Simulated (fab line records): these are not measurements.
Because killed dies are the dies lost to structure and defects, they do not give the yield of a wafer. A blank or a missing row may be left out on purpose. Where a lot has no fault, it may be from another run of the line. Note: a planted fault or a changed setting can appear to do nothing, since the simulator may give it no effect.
Which tool was responsible? :: flow berkeley cmos170 :: 18 wafers from 6 lots sampled at 4 of the route's 331 steps

== WHAT THE GAUGES READ, wafer by wafer ==
UCB170_PFIELD_OVL_MEAS_06.
lot: L711
measured: day 5 18:55
on: overlay-01
PFIELD_OVL (nm): 12 5 6

lot: L717
measured: day 7 02:45
on: overlay-01
PFIELD_OVL (nm): 11 2 3

lot: L719
measured: day 7 09:38
on: overlay-02
PFIELD_OVL (nm): -3 0 -4

lot: L725
measured: day 8 11:45
on: overlay-02
PFIELD_OVL (nm): 7 3 1

lot: L728
measured: day 9 05:33
on: overlay-02
PFIELD_OVL (nm): -5 3 2

lot: L731
measured: day 9 05:17
on: overlay-02
PFIELD_OVL (nm): 5 5 8

== TOOL THAT RAN EACH LOT (tool first, then ch and the chambers of the sampled wafers, then the start) ==
lot: L711
UCB170_ZERO_ETCH_06: rie diel-03 ch 1,2,3, day 2 06:50
UCB170_ACTIVE_ETCH_15: rie diel-04 ch 0,2,3, day 5 16:11
UCB170_PFIELD_EXPOSE_03: krf scanner-02 ch 0, day 5 18:05

lot: L717
UCB170_ZERO_ETCH_06: rie diel-04 ch 0,3, day 3 13:15
UCB170_ACTIVE_ETCH_15: rie diel-04 ch 1,2, day 6 21:53
UCB170_PFIELD_EXPOSE_03: krf scanner-02 ch 0, day 7 01:11

lot: L719
UCB170_ZERO_ETCH_06: rie diel-03 ch 0,1,2, day 4 02:20
UCB170_ACTIVE_ETCH_15: rie diel-04 ch 0,1,3, day 7 07:01
UCB170_PFIELD_EXPOSE_03: krf scanner-01 ch 0, day 7 08:58

lot: L725
UCB170_ZERO_ETCH_06: rie diel-03 ch 1,2,3, day 5 06:19
UCB170_ACTIVE_ETCH_15: rie diel-04 ch 0,1,2, day 8 09:33
UCB170_PFIELD_EXPOSE_03: krf scanner-02 ch 0, day 8 11:03

lot: L728
UCB170_ZERO_ETCH_06: rie diel-01 ch 1,2, day 6 01:31
UCB170_ACTIVE_ETCH_15: rie diel-03 ch 0,2,3, day 9 00:58
UCB170_PFIELD_EXPOSE_03: krf scanner-01 ch 0, day 9 04:08

lot: L731
UCB170_ZERO_ETCH_06: rie diel-03 ch 0,1,3, day 6 11:23
UCB170_ACTIVE_ETCH_15: rie diel-02 ch 0,2,3, day 9 01:01
UCB170_PFIELD_EXPOSE_03: krf scanner-02 ch 0, day 9 03:47
- UCB170_ZERO_ETCH_06: etches SiO2 in CHF3/CF4/Ar, time 12 s.
- UCB170_ACTIVE_ETCH_15: etches Si3N4 in CH3F/Ar/O2, stops on SiO2, target depth 242 nm, time 151 s.
- UCB170_PFIELD_EXPOSE_03: exposes mask PFIELD, target cd 1500 nm.

== THE ANSWER, worked out from the rows above alone ==
Rule: the lots themselves supply what counts as usual. Put in order of their means at a reading, lots are off if they are a third of the lots or fewer, leave a main group of 4 or more, and stand apart from it by a gap of 3 or more times the standard deviation of the main group's means; of several such gaps the widest counts. A main group whose means are all the same, to the digits that the tables above print for the reading, isn't used. A lot without any number at a reading at which 4 lots or more have one is off too. The other lots that the step has rows for count as sound.
No lot is off at any reading shown: from this, nothing can be told.

== WHAT THE SIMULATOR HAD PUT IN ==
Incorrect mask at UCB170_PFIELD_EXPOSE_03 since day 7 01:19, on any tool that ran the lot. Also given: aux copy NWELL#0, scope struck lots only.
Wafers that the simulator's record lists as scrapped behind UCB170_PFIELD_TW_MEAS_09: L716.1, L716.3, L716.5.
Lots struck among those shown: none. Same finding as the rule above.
